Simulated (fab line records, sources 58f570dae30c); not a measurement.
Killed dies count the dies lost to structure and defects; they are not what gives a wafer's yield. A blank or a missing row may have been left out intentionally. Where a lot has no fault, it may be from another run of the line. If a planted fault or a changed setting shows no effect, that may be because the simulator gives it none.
Check for tools in common / flow berkeley-cmos170 / Sampled: 14 lots, 42 wafers

## WHAT PROMPTED THE OPENING
At UCB170_PLDD_CD_MEAS_06 the reading cd-nm is flagged on 2 of 14 lots. No-fault wafers: 1200.1 nm, standard deviation 1.4.
Rule: a lot is flagged in two cases, either no wafer of it has a number, or all its wafers with numbers fall more than 4 standard deviations from that mean. The other lots count as sound.

lot=L887; measured=day 5 17:45; on=cd-sem-01; cd-nm (nm), wafer by wafer=1201.0 1202.2 1201.6; flag=
lot=L888; measured=day 6 05:31; on=cd-sem-02; cd-nm (nm), wafer by wafer=1199.9 1199.5 1199.0; flag=
lot=L889; measured=day 6 18:35; on=cd-sem-02; cd-nm (nm), wafer by wafer=1201.4 1203.0 1200.6; flag=
lot=L890; measured=day 6 18:56; on=cd-sem-01; cd-nm (nm), wafer by wafer=1198.7 1198.5 1198.6; flag=
lot=L897; measured=day 7 20:19; on=cd-sem-01; cd-nm (nm), wafer by wafer=1196.8 1197.4 1198.5; flag=
lot=L898; measured=day 8 04:28; on=cd-sem-01; cd-nm (nm), wafer by wafer=1200.0 1199.8 1201.2; flag=
lot=L901; measured=day 8 20:54; on=cd-sem-01; cd-nm (nm), wafer by wafer=1200.5 1199.3 1200.7; flag=
lot=L902; measured=day 8 21:07; on=cd-sem-02; cd-nm (nm), wafer by wafer=1201.0 1202.1 1200.9; flag=
lot=L900; measured=day 8 21:20; on=cd-sem-01; cd-nm (nm), wafer by wafer=1201.2 1200.5 1200.8; flag=
lot=L903; measured=day 9 09:17; on=cd-sem-01; cd-nm (nm), wafer by wafer=1200.6 1199.2 1200.6; flag=
lot=L904; measured=day 9 09:51; on=cd-sem-02; cd-nm (nm), wafer by wafer=1189.0 1187.3 1187.6; flag=FLAGGED
lot=L906; measured=day 10 05:02; on=cd-sem-01; cd-nm (nm), wafer by wafer=1198.3 1200.2 1198.8; flag=
lot=L907; measured=day 10 05:20; on=cd-sem-01; cd-nm (nm), wafer by wafer=1188.8 1190.0 1188.4; flag=FLAGGED
lot=L908; measured=day 10 11:52; on=cd-sem-01; cd-nm (nm), wafer by wafer=1198.8 1199.4 1199.1; flag=
The numbers of the flagged lots are 1188.5 nm on average: -11.6 nm against the usual, or -8 standard deviations.

## WHICH TOOL RAN EACH LOT
The record holds 1 process step before the reading, out of a route of 331 steps. In each cell: the tool, then ch and the chambers that the sampled wafers went through, then the start.
lot=L887; flag=; UCB170_PLDD_SOFTBAKE_02=litho-track-04 ch 0, day 5 17:03
lot=L888; flag=; UCB170_PLDD_SOFTBAKE_02=litho-track-04 ch 0, day 6 04:26
lot=L889; flag=; UCB170_PLDD_SOFTBAKE_02=litho-track-01 ch 0, day 6 18:03
lot=L890; flag=; UCB170_PLDD_SOFTBAKE_02=litho-track-02 ch 0, day 6 18:03
lot=L897; flag=; UCB170_PLDD_SOFTBAKE_02=litho-track-04 ch 0, day 7 19:29
lot=L898; flag=; UCB170_PLDD_SOFTBAKE_02=litho-track-02 ch 0, day 8 03:46
lot=L901; flag=; UCB170_PLDD_SOFTBAKE_02=litho-track-04 ch 0, day 8 20:14
lot=L902; flag=; UCB170_PLDD_SOFTBAKE_02=litho-track-01 ch 0, day 8 20:26
lot=L900; flag=; UCB170_PLDD_SOFTBAKE_02=litho-track-02 ch 0, day 8 20:35
lot=L903; flag=; UCB170_PLDD_SOFTBAKE_02=litho-track-01 ch 0, day 9 08:25
lot=L904; flag=FLAGGED; UCB170_PLDD_SOFTBAKE_02=litho-track-01 ch 0, day 9 08:50
lot=L906; flag=; UCB170_PLDD_SOFTBAKE_02=litho-track-04 ch 0, day 10 04:20
lot=L907; flag=FLAGGED; UCB170_PLDD_SOFTBAKE_02=litho-track-01 ch 0, day 10 04:41
lot=L908; flag=; UCB170_PLDD_SOFTBAKE_02=litho-track-02 ch 0, day 10 11:19
What these steps do:
- UCB170_PLDD_SOFTBAKE_02: time 60 s.
- UCB170_PLDD_CD_MEAS_06: target cd 1200 nm.

## FLAGGED OVER TOTAL, TOOL BY TOOL (the gauges that took the reading come last)
step=UCB170_PLDD_SOFTBAKE_02; tool=litho-track-01; lots run=5; flagged=2; share of the flagged lots=all; sound lots run after its first flagged lot=0
step=UCB170_PLDD_SOFTBAKE_02; tool=litho-track-02; lots run=4; flagged=0; share of the flagged lots=none; sound lots run after its first flagged lot=-
step=UCB170_PLDD_SOFTBAKE_02; tool=litho-track-04; lots run=5; flagged=0; share of the flagged lots=none; sound lots run after its first flagged lot=-
step=UCB170_PLDD_CD_MEAS_06; tool=cd-sem-01; lots run=10; flagged=1; share of the flagged lots=some; sound lots run after its first flagged lot=1 (L908)
step=UCB170_PLDD_CD_MEAS_06; tool=cd-sem-02; lots run=4; flagged=1; share of the flagged lots=some; sound lots run after its first flagged lot=0

## WHAT THE TABLE PERMITS
In the table, 1 row covers all flagged lots: litho-track-01 at UCB170_PLDD_SOFTBAKE_02.
- litho-track-01 at UCB170_PLDD_SOFTBAKE_02: 2 of its 5 lots flagged. A fault beginning between L903 (day 9 08:25), its last sound lot, and L904 (day 9 08:50), its first flagged one, fits the data. Its own readings (heater-power-total-W, plate-temp-C) fall more than 4 standard deviations out on all wafers of the flagged lots.
litho-track-01 at UCB170_PLDD_SOFTBAKE_02 is the single tool remaining.

## WHAT THE SIMULATOR HAD PUT IN
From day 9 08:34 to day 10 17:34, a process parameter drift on litho-track-01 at UCB170_PLDD_SOFTBAKE_02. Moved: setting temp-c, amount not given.
Lots struck among those shown: L904, L907. This agrees with what the rule above found.
